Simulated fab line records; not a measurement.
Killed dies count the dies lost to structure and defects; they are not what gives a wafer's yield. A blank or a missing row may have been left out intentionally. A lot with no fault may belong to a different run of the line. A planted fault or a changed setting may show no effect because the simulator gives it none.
2 desks looking at one fault	flow berkeley_cmos170	only its own numbers are on each desk; what lay behind them is given at the end

THE METROLOGY DESK
What the gauges read for every lot (on any tool): the sampled wafers with a number, averaged. The brackets show how far a lot's mean lies from the usual mean; more than 4 standard deviations puts the lot out of limits, marked OUT.
Columns: A = SPACER_TEOS_THK at UCB170_SPACER_THK_MEAS_01, usual 376 nm; B = NSD_RS at UCB170_SDANNEAL_RS_MEAS_03, usual 37.27 ohm/sq; C = CONTACT_PSG_THK at UCB170_CONTACT_THK_MEAS_02, usual 698 nm
lot	first seen here	A	B	C
L755	day 6 04:14	375	37.32	684
L756	day 6 12:52	373	37.16	698
L760	day 7 00:30	375	37.37	696
L758	day 7 00:55	376	37.31	700
L759	day 7 01:37	377	37.30	710
L757	day 7 03:16	369	37.18	709
L761	day 7 20:52	380	37.31	691
L762	day 7 20:52	375	37.16	699
L764	day 8 07:26	310 (-16) OUT	37.34	698
L770	day 9 06:15	341 (-8.3) OUT	37.29	682
L773	day 9 19:42	378	37.29	698
L775	day 10 08:13	379	37.30	699
L776	day 10 11:03	374	37.20	694
L777	day 10 19:25	376	37.17	696
This desk's result: L764, L770 out of limits, first on L764 (SPACER_TEOS_THK at UCB170_SPACER_THK_MEAS_01), day 8 07:26. Within limits: L755, L756, L760, L758, L759, L757, L761, L762, L773, L775, L776, L777.

FOR THE TOOL OWNER'S DESK: pecvd-03
The tool's own readings at UCB170_SPACER_CVD_00 (deposits SiO2 from TEOS/O2, target thk 376 nm, time 47 s): means of the sampled wafers that have a number, for each lot that ran on this tool. The brackets show how far a lot's mean lies from the usual mean; more than 4 standard deviations puts the lot out of limits, marked OUT.
Columns: A = heater_power_w at UCB170_SPACER_CVD_00, usual 275 W
lot	first seen here	A
L760	day 7 00:27	233
L759	day 7 01:35	276
L761	day 7 20:48	280
L764	day 8 07:23	271
L770	day 9 06:13	263
This desk's finding: nothing out of limits on any of the 5 lots.

TAKEN TOGETHER
L764, L770 would have let the metrology desk raise an alarm at day 8 07:26.
Nothing out of limits was seen by the tool owner's desk.
On record at the tool owner's desk: L764, L770, within its limits.
On pecvd-03, each named lot ran UCB170_SPACER_CVD_00.

WHAT THE SIMULATOR PUT IN
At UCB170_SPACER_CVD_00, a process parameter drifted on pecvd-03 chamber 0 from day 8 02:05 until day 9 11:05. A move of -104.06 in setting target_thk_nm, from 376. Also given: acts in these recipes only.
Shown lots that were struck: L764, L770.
Delay in hours, fault start to first out-of-limits reading, per desk: metrology desk 5.
